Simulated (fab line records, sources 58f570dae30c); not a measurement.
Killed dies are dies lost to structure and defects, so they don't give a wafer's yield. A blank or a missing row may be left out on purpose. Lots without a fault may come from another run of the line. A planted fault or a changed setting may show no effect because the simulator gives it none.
Which tool did it? | flow berkeley_cmos170 | 14 lots, 42 wafers sampled, at 5 steps of a route of 331

WHAT THE GAUGES READ, wafer by wafer
The record holds no reading of a measuring or inspecting step that can be judged against a usual standard deviation.

WHICH TOOL RAN EACH LOT (tool, then ch and the chambers of the sampled wafers, then the start)
lot  | UCB170_V1_CVD_00                | UCB170_V1_CMP_02              | UCB170_M2_STRIP_07                   | UCB170_V2_COAT_07                 | UCB170_V2_STRIP_15
L771 | pecvd-01 ch 0,2, day 6 22:11    | cmp-01 ch 0,3, day 6 22:23    | plasma_asher-04 ch 0,1, day 7 03:03  | litho_track-04 ch 0, day 7 05:50  | plasma_asher-01 ch 0,1, day 7 07:01
L772 | pecvd-04 ch 0,2, day 7 02:50    | cmp-01 ch 1,2, day 7 03:06    | plasma_asher-03 ch 0,1, day 7 06:04  | litho_track-01 ch 0, day 7 10:19  | plasma_asher-03 ch 0,1, day 7 11:25
L773 | pecvd-01 ch 0,1,2, day 7 18:35  | cmp-02 ch 1,2,3, day 7 18:49  | plasma_asher-03 ch 0,1, day 7 21:47  | litho_track-01 ch 0, day 8 01:02  | plasma_asher-01 ch 0,1, day 8 02:16
L774 | pecvd-04 ch 0,1,2, day 7 18:35  | cmp-02 ch 1,2,3, day 7 19:31  | plasma_asher-01 ch 0, day 7 22:26    | litho_track-04 ch 0, day 8 02:05  | plasma_asher-01 ch 0, day 8 03:14
L775 | pecvd-02 ch 0,1, day 7 18:35    | cmp-02 ch 1,2, day 7 19:07    | plasma_asher-04 ch 0,1, day 7 22:11  | litho_track-03 ch 0, day 8 01:20  | plasma_asher-01 ch 0,1, day 8 02:40
L777 | pecvd-04 ch 0,1,2, day 8 02:13  | cmp-02 ch 0,1,3, day 8 02:50  | plasma_asher-01 ch 0,1, day 8 06:29  | litho_track-04 ch 0, day 8 09:50  | plasma_asher-03 ch 0,1, day 8 11:23
L783 | pecvd-01 ch 0,1,2, day 9 12:40  | cmp-02 ch 0,1,3, day 9 12:53  | plasma_asher-04 ch 0,1, day 9 18:37  | litho_track-03 ch 0, day 10 00:48 | plasma_asher-02 ch 0,1, day 10 01:58
L785 | pecvd-04 ch 0,1, day 9 20:50    | cmp-02 ch 1,2, day 9 21:04    | plasma_asher-04 ch 0,1, day 10 02:35 | litho_track-01 ch 0, day 10 08:04 | plasma_asher-01 ch 0,1, day 10 09:20
L786 | pecvd-04 ch 0,1,2, day 10 11:59 | cmp-01 ch 1,2,3, day 10 12:11 | plasma_asher-03 ch 0,1, day 10 15:32 | litho_track-04 ch 0, day 10 19:05 | plasma_asher-03 ch 0,1, day 10 20:26
L787 | pecvd-01 ch 0,1,2, day 10 20:14 | cmp-02 ch 0,1,3, day 10 20:31 | plasma_asher-01 ch 0,1, day 10 23:17 | litho_track-04 ch 0, day 11 02:11 | plasma_asher-03 ch 1, day 11 03:19
L789 | pecvd-01 ch 0,2, day 11 00:11   | cmp-01 ch 0,1,3, day 11 00:41 | plasma_asher-03 ch 0,1, day 11 07:28 | litho_track-03 ch 0, day 11 11:32 | plasma_asher-02 ch 0,1, day 11 12:39
L791 | pecvd-01 ch 1,2, day 11 08:41   | cmp-01 ch 1,2,3, day 11 08:53 | plasma_asher-03 ch 0, day 11 11:50   | litho_track-01 ch 0, day 11 15:04 | plasma_asher-01 ch 0, day 11 16:13
L792 | pecvd-01 ch 0,1,2, day 11 08:50 | cmp-02 ch 0,1,2, day 11 09:06 | plasma_asher-01 ch 0,1, day 11 12:27 | litho_track-01 ch 0, day 11 15:52 | plasma_asher-03 ch 0,1, day 11 16:59
L793 | pecvd-04 ch 0,1,2, day 11 20:55 | cmp-02 ch 0,1,3, day 11 21:07 | plasma_asher-01 ch 0,1, day 12 00:05 | litho_track-03 ch 0, day 12 03:13 | plasma_asher-02 ch 0,1, day 12 04:14
- UCB170_V1_CVD_00: deposits SiO2 from TEOS/O2, target thk 2000 nm, time 238.6 s.
- UCB170_V1_CMP_02: polishes SiO2.
- UCB170_M2_STRIP_07: strips in O2.
- UCB170_V2_COAT_07: resist thk 900 nm.
- UCB170_V2_STRIP_15: strips in O2.

WHAT THE TOOLS THEMSELVES READ (means of the sampled wafers that have a number; where no wafer has one, the mark that the record gives instead)
UCB170_V1_CVD_00. Usual: heater_power_w 255 W, standard deviation 47; susceptor_temp_C 390.00 C, standard deviation 0.22.
lot  | tool     | heater_power_w (W) | susceptor_temp_C (C) | flag
L771 | pecvd-01 | 266                | 390.21               |
L772 | pecvd-04 | 224                | 390.08               |
L773 | pecvd-01 | 274                | 390.00               |
L774 | pecvd-04 | 251                | 389.99               |
L775 | pecvd-02 | 226                | 390.19               |
L777 | pecvd-04 | 248                | 389.91               |
L783 | pecvd-01 | 267                | 389.78               |
L785 | pecvd-04 | 264                | 389.99               |
L786 | pecvd-04 | 230                | 390.24               |
L787 | pecvd-01 | 251                | 389.91               |
L789 | pecvd-01 | 287                | 390.24               |
L791 | pecvd-01 | 261                | 390.00               |
L792 | pecvd-01 | 253                | 389.99               |
L793 | pecvd-04 | 284                | 390.10               |

UCB170_V1_CMP_02. Usual: motor_current_A 15.1 A, standard deviation 1.2.
lot  | tool   | motor_current_A (A) | flag
L771 | cmp-01 | 14.4                |
L772 | cmp-01 | 16.2                |
L773 | cmp-02 | 14.9                |
L774 | cmp-02 | 14.8                |
L775 | cmp-02 | 14.4                |
L777 | cmp-02 | 14.7                |
L783 | cmp-02 | 14.4                |
L785 | cmp-02 | 14.7                |
L786 | cmp-01 | 15.6                |
L787 | cmp-02 | 14.4                |
L789 | cmp-01 | 15.8                |
L791 | cmp-01 | 16.0                |
L792 | cmp-02 | 14.6                |
L793 | cmp-02 | 14.1                |

UCB170_M2_STRIP_07. Usual: drypump_motor_current_A 5.6 A, standard deviation 0.53; oes_product_au 0.734 a.u., standard deviation 0.0042; strip_time_to_endpoint_s 21.99 s, standard deviation 0.076.
lot  | tool            | drypump_motor_current_A (A) | oes_product_au (a.u.) | strip_time_to_endpoint_s (s) | flag
L771 | plasma_asher-04 | 5.2                         | 0.733                 | 22.06                        |
L772 | plasma_asher-03 | 5.6                         | 0.733                 | 21.93                        |
L773 | plasma_asher-03 | 5.6                         | 0.736                 | 21.88                        |
L774 | plasma_asher-01 | 5.3                         | 0.735                 | 22.05                        |
L775 | plasma_asher-04 | 5.1                         | 0.734                 | 21.98                        |
L777 | plasma_asher-01 | 6.1                         | 0.734                 | 21.97                        |
L783 | plasma_asher-04 | 5.1                         | 0.736                 | 22.03                        |
L785 | plasma_asher-04 | 5.2                         | 0.734                 | 21.88                        |
L786 | plasma_asher-03 | 5.6                         | 0.737                 | 22.00                        |
L787 | plasma_asher-01 | 6.1                         | 0.736                 | 22.09                        |
L789 | plasma_asher-03 | 5.6                         | 0.735                 | 22.03                        |
L791 | plasma_asher-03 | 5.6                         | 0.737                 | 22.04                        |
L792 | plasma_asher-01 | 6.1                         | 0.737                 | 21.96                        |
L793 | plasma_asher-01 | 6.1                         | 0.732                 | 21.95                        |

UCB170_V2_COAT_07. Usual: resist_line_temp_C 22.98 C, standard deviation 0.097; spin_speed_rpm 1499.9 rpm, standard deviation 1.1.
lot  | tool           | resist_line_temp_C (C) | spin_speed_rpm (rpm) | flag
L771 | litho_track-04 | 22.98                  | 1500.5               |
L772 | litho_track-01 | 23.05                  | 1500.4               |
L773 | litho_track-01 | 22.94                  | 1500.9               |
L774 | litho_track-04 | 23.05                  | 1500.6               |
L775 | litho_track-03 | 23.06                  | 1500.0               |
L777 | litho_track-04 | 23.01                  | 1498.4               |
L783 | litho_track-03 | 22.98                  | 1499.5               |
L785 | litho_track-01 | 22.99                  | 1499.2               |
L786 | litho_track-04 | 22.97                  | 1441.2               | OFF
L787 | litho_track-04 | 22.94                  | 1441.7               | OFF
L789 | litho_track-03 | 22.94                  | 1499.2               |
L791 | litho_track-01 | 23.00                  | 1500.0               |
L792 | litho_track-01 | 23.08                  | 1499.2               |
L793 | litho_track-03 | 23.02                  | 1499.9               |

UCB170_V2_STRIP_15. Usual: drypump_motor_current_A 5.8 A, standard deviation 0.46; oes_product_au 0.722 a.u., standard deviation 0.0045; strip_time_to_endpoint_s 15.32 s, standard deviation 0.11.
lot  | tool            | drypump_motor_current_A (A) | oes_product_au (a.u.) | strip_time_to_endpoint_s (s) | flag
L771 | plasma_asher-01 | 5.7                         | 0.724                 | 15.22                        |
L772 | plasma_asher-03 | 5.6                         | 0.725                 | 15.34                        |
L773 | plasma_asher-01 | 6.1                         | 0.724                 | 15.37                        |
L774 | plasma_asher-01 | 5.3                         | 0.728                 | 15.20                        |
L775 | plasma_asher-01 | 6.1                         | 0.722                 | 15.33                        |
L777 | plasma_asher-03 | 5.6                         | 0.723                 | 15.14                        |
L783 | plasma_asher-02 | 6.1                         | 0.723                 | 15.33                        |
L785 | plasma_asher-01 | 5.7                         | 0.724                 | 15.30                        |
L786 | plasma_asher-03 | 5.6                         | 0.729                 | 15.81                        | OFF
L787 | plasma_asher-03 | 5.6                         | 0.724                 | 15.70                        | OFF
L789 | plasma_asher-02 | 6.1                         | 0.718                 | 15.27                        |
L791 | plasma_asher-01 | 5.2                         | 0.723                 | 15.30                        |
L792 | plasma_asher-03 | 5.6                         | 0.718                 | 15.35                        |
L793 | plasma_asher-02 | 6.2                         | 0.716                 | 15.34                        |

THE ANSWER, worked out from the rows above alone
Rule: a lot is off if the mean of its wafers that have a number lies more than 3 standard deviations from the usual mean. A lot without any number at a reading at which 4 lots or more have one is off too. The other lots that the step has rows for count as sound. The gauges are gone through in route order, then the tools' own readings, and for those a lot's mean is taken as printed above. The first step at which some lot is off is used, and at that step the reading that is off furthest; a lot without a number counts as furthest.
Off: L786, L787, at UCB170_V2_COAT_07 (spin_speed_rpm).
A tool fits if, at that step or a process step before it, it ran every lot that is off, and no sound lot after the first of them. One fits: litho_track-04 at UCB170_V2_COAT_07. Its last sound lot is L777 (day 8 09:50), its first lot that is off L786 (day 10 19:05): a fault that began between those two fits.
The tool's own readings at UCB170_V2_COAT_07 bear it out: on the lots that are off they differ by more than 5 times the standard deviation of the sound lots' means. spin_speed_rpm reads 1441.5 rpm there against 1499.8 rpm on the sound lots.

WHAT THE SIMULATOR HAD PUT IN
Process parameter drift: litho_track-04, from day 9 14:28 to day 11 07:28, at UCB170_V2_COAT_07. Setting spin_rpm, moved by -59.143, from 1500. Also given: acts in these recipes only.
Lots struck among those shown: L786, L787. The rule above found the same.
